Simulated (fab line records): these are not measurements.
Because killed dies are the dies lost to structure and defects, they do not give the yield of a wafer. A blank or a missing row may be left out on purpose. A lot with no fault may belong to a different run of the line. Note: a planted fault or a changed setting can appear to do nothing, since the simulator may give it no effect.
The tool behind it: which one? || flow ritCmos || 39 wafers from 13 lots sampled at 4 of the route's 202 steps

WHAT EACH GAUGE READ, for each wafer
RIT_GATE_CD_MEAS_16 targets a cd of 150 nm.
{"lot": "L891", "measured": "day 2 17:51", "on": "cdSem-02", "cdNm (nm)": "150.1 151.1 154.7"}
{"lot": "L892", "measured": "day 3 01:40", "on": "cdSem-01", "cdNm (nm)": "150.8 150.6 150.9"}
{"lot": "L895", "measured": "day 3 17:23", "on": "cdSem-02", "cdNm (nm)": "147.1 146.1 145.6"}
{"lot": "L896", "measured": "day 3 18:45", "on": "cdSem-01", "cdNm (nm)": "146.0 151.2 148.0"}
{"lot": "L897", "measured": "day 4 00:18", "on": "cdSem-02", "cdNm (nm)": "148.9 151.6 149.5"}
{"lot": "L898", "measured": "day 4 04:56", "on": "cdSem-02", "cdNm (nm)": "151.6 151.8 153.1"}
{"lot": "L900", "measured": "day 4 16:13", "on": "cdSem-02", "cdNm (nm)": "150.8 150.6 149.3"}
{"lot": "L904", "measured": "day 5 08:17", "on": "cdSem-02", "cdNm (nm)": "144.8 145.9 144.5"}
{"lot": "L907", "measured": "day 6 01:11", "on": "cdSem-01", "cdNm (nm)": "150.4 149.6 149.6"}
{"lot": "L908", "measured": "day 6 03:48", "on": "cdSem-01", "cdNm (nm)": "144.6 149.9 147.8"}
{"lot": "L909", "measured": "day 6 10:31", "on": "cdSem-01", "cdNm (nm)": "153.2 154.2 154.2"}
{"lot": "L910", "measured": "day 6 16:40", "on": "cdSem-01", "cdNm (nm)": "145.0 144.6 144.9"}
{"lot": "L914", "measured": "day 7 13:13", "on": "cdSem-02", "cdNm (nm)": "152.9 152.4 152.3"}

RIT_SPACER_THK_MEAS_04.
{"lot": "L891", "measured": "day 3 05:35", "on": "filmMetro-02", "SPACER_NITRIDE_THK (nm)": "251.1 250.3 252.4"}
{"lot": "L892", "measured": "day 3 11:14", "on": "filmMetro-03", "SPACER_NITRIDE_THK (nm)": "252.3 252.5 253.9"}
{"lot": "L895", "measured": "day 4 02:32", "on": "filmMetro-03", "SPACER_NITRIDE_THK (nm)": "254.8 254.6 255.2"}
{"lot": "L896", "measured": "day 4 05:07", "on": "filmMetro-02", "SPACER_NITRIDE_THK (nm)": "248.4 250.0 249.1"}
{"lot": "L897", "measured": "day 4 09:25", "on": "filmMetro-02", "SPACER_NITRIDE_THK (nm)": "248.5 249.0 249.3"}
{"lot": "L898", "measured": "day 4 14:18", "on": "filmMetro-03", "SPACER_NITRIDE_THK (nm)": "250.3 251.6 251.7"}
{"lot": "L900", "measured": "day 5 02:43", "on": "filmMetro-02", "SPACER_NITRIDE_THK (nm)": "250.4 249.2 250.7"}
{"lot": "L904", "measured": "day 5 18:04", "on": "filmMetro-02", "SPACER_NITRIDE_THK (nm)": "252.2 253.1 250.6"}
{"lot": "L907", "measured": "day 6 12:16", "on": "filmMetro-01", "SPACER_NITRIDE_THK (nm)": "251.0 251.2 248.2"}
{"lot": "L908", "measured": "day 6 12:58", "on": "filmMetro-03", "SPACER_NITRIDE_THK (nm)": "252.4 251.0 252.5"}
{"lot": "L909", "measured": "day 6 20:48", "on": "filmMetro-03", "SPACER_NITRIDE_THK (nm)": "250.5 252.5 251.4"}
{"lot": "L910", "measured": "day 7 03:38", "on": "filmMetro-02", "SPACER_NITRIDE_THK (nm)": "238.2 236.6 237.1"}
{"lot": "L914", "measured": "day 7 22:13", "on": "filmMetro-01", "SPACER_NITRIDE_THK (nm)": "249.6 248.6 250.4"}

EACH LOT AND THE TOOL THAT RAN IT (in order: tool; ch and the chambers of the sampled wafers; start)
{"lot": "L891", "RIT_NRETRO_STRIP_09": "plasmaAsher-01 ch 0,1, day 2 09:19", "RIT_SPACER_CVD_03": "lpcvd-01 ch 0, day 3 03:38"}
{"lot": "L892", "RIT_NRETRO_STRIP_09": "plasmaAsher-02 ch 0,1, day 2 16:19", "RIT_SPACER_CVD_03": "lpcvd-01 ch 0, day 3 09:19"}
{"lot": "L895", "RIT_NRETRO_STRIP_09": "plasmaAsher-04 ch 0,1, day 3 05:35", "RIT_SPACER_CVD_03": "lpcvd-01 ch 0, day 4 00:38"}
{"lot": "L896", "RIT_NRETRO_STRIP_09": "plasmaAsher-01 ch 0,1, day 3 10:49", "RIT_SPACER_CVD_03": "lpcvd-01 ch 1, day 4 03:11"}
{"lot": "L897", "RIT_NRETRO_STRIP_09": "plasmaAsher-04 ch 0,1, day 3 15:58", "RIT_SPACER_CVD_03": "lpcvd-02 ch 0, day 4 07:29"}
{"lot": "L898", "RIT_NRETRO_STRIP_09": "plasmaAsher-04 ch 0,1, day 3 18:10", "RIT_SPACER_CVD_03": "lpcvd-02 ch 1, day 4 12:23"}
{"lot": "L900", "RIT_NRETRO_STRIP_09": "plasmaAsher-01 ch 0,1, day 4 06:39", "RIT_SPACER_CVD_03": "lpcvd-01 ch 0, day 5 00:47"}
{"lot": "L904", "RIT_NRETRO_STRIP_09": "plasmaAsher-04 ch 0,1, day 5 00:44", "RIT_SPACER_CVD_03": "lpcvd-02 ch 0, day 5 16:09"}
{"lot": "L907", "RIT_NRETRO_STRIP_09": "plasmaAsher-04 ch 0,1, day 5 17:33", "RIT_SPACER_CVD_03": "lpcvd-01 ch 0, day 6 09:23"}
{"lot": "L908", "RIT_NRETRO_STRIP_09": "plasmaAsher-04 ch 0,1, day 5 20:12", "RIT_SPACER_CVD_03": "lpcvd-02 ch 0, day 6 11:04"}
{"lot": "L909", "RIT_NRETRO_STRIP_09": "plasmaAsher-04 ch 0,1, day 6 02:38", "RIT_SPACER_CVD_03": "lpcvd-01 ch 0, day 6 18:52"}
{"lot": "L910", "RIT_NRETRO_STRIP_09": "plasmaAsher-01 ch 0,1, day 6 07:55", "RIT_SPACER_CVD_03": "lpcvd-02 ch 0, day 7 01:43"}
{"lot": "L914", "RIT_NRETRO_STRIP_09": "plasmaAsher-04 ch 0,1, day 7 03:29", "RIT_SPACER_CVD_03": "lpcvd-01 ch 1, day 7 20:17"}
- RIT_NRETRO_STRIP_09: strips in O2, time 180 s.
- RIT_SPACER_CVD_03: deposits Si3N4 from SiH2Cl2/NH3, target thk 250 nm, time 3300 s.

WHAT THE TOOLS THEMSELVES READ (means of the sampled wafers that have a number; where no wafer has one, the mark that the record gives instead)
RIT_NRETRO_STRIP_09.
{"lot": "L891", "tool": "plasmaAsher-01", "drypumpMotorCurrentA (A)": 5.4}
{"lot": "L892", "tool": "plasmaAsher-02", "drypumpMotorCurrentA (A)": 5.7}
{"lot": "L895", "tool": "plasmaAsher-04", "drypumpMotorCurrentA (A)": 5.9}
{"lot": "L896", "tool": "plasmaAsher-01", "drypumpMotorCurrentA (A)": 5.4}
{"lot": "L897", "tool": "plasmaAsher-04", "drypumpMotorCurrentA (A)": 5.9}
{"lot": "L898", "tool": "plasmaAsher-04", "drypumpMotorCurrentA (A)": 5.7}
{"lot": "L900", "tool": "plasmaAsher-01", "drypumpMotorCurrentA (A)": 5.4}
{"lot": "L904", "tool": "plasmaAsher-04", "drypumpMotorCurrentA (A)": 5.7}
{"lot": "L907", "tool": "plasmaAsher-04", "drypumpMotorCurrentA (A)": 5.8}
{"lot": "L908", "tool": "plasmaAsher-04", "drypumpMotorCurrentA (A)": 5.9}
{"lot": "L909", "tool": "plasmaAsher-04", "drypumpMotorCurrentA (A)": 5.9}
{"lot": "L910", "tool": "plasmaAsher-01", "drypumpMotorCurrentA (A)": 5.4}
{"lot": "L914", "tool": "plasmaAsher-04", "drypumpMotorCurrentA (A)": 5.7}

RIT_SPACER_CVD_03.
{"lot": "L891", "tool": "lpcvd-01", "pressureMtorr (mTorr)": 300.1}
{"lot": "L892", "tool": "lpcvd-01", "pressureMtorr (mTorr)": 299.8}
{"lot": "L895", "tool": "lpcvd-01", "pressureMtorr (mTorr)": 299.7}
{"lot": "L896", "tool": "lpcvd-01", "pressureMtorr (mTorr)": 299.7}
{"lot": "L897", "tool": "lpcvd-02", "pressureMtorr (mTorr)": 300.2}
{"lot": "L898", "tool": "lpcvd-02", "pressureMtorr (mTorr)": 299.8}
{"lot": "L900", "tool": "lpcvd-01", "pressureMtorr (mTorr)": 299.8}
{"lot": "L904", "tool": "lpcvd-02", "pressureMtorr (mTorr)": 299.3}
{"lot": "L907", "tool": "lpcvd-01", "pressureMtorr (mTorr)": 299.8}
{"lot": "L908", "tool": "lpcvd-02", "pressureMtorr (mTorr)": 299.7}
{"lot": "L909", "tool": "lpcvd-01", "pressureMtorr (mTorr)": 299.8}
{"lot": "L910", "tool": "lpcvd-02", "pressureMtorr (mTorr)": 240.8}
{"lot": "L914", "tool": "lpcvd-01", "pressureMtorr (mTorr)": 300.8}

THE ANSWER, worked out from the rows above alone
Rule: what is usual is taken from the lots themselves. Put in order of their means at a reading, lots are off if they are a third of the lots or fewer, leave a main group of 4 or more, and stand apart from it by a gap of 3 or more times the standard deviation of the main group's means; of several such gaps the widest counts. A main group is skipped when, at the precision printed for the reading in the tables above, its means are all equal. Also off: a lot with no number at a reading for which 4 or more lots have one. All remaining lots with rows at the step are treated as sound. Order of review: gauges by route order, followed by the tools' own readings, for which a lot's mean as printed above is used. At the first step where some lot is off, the reading lying furthest off is the one used; lots without a number count as furthest.
Off: at RIT_SPACER_THK_MEAS_04 (SPACER_NITRIDE_THK), L910. Main group: mean 251.1 nm, sd 1.6.
A tool fits if, at a process step before that reading, it ran every lot that is off, and no sound lot after the first of them. The gauges at RIT_SPACER_THK_MEAS_04 aren't tried: what is off there is off at RIT_NRETRO_STRIP_09 too, on other tools, and a gauge's error can't cause that. This does not decide it: 2 tools fit, namely plasmaAsher-01 at RIT_NRETRO_STRIP_09 and lpcvd-02 at RIT_SPACER_CVD_03.

WHAT THE SIMULATOR HAD PUT IN
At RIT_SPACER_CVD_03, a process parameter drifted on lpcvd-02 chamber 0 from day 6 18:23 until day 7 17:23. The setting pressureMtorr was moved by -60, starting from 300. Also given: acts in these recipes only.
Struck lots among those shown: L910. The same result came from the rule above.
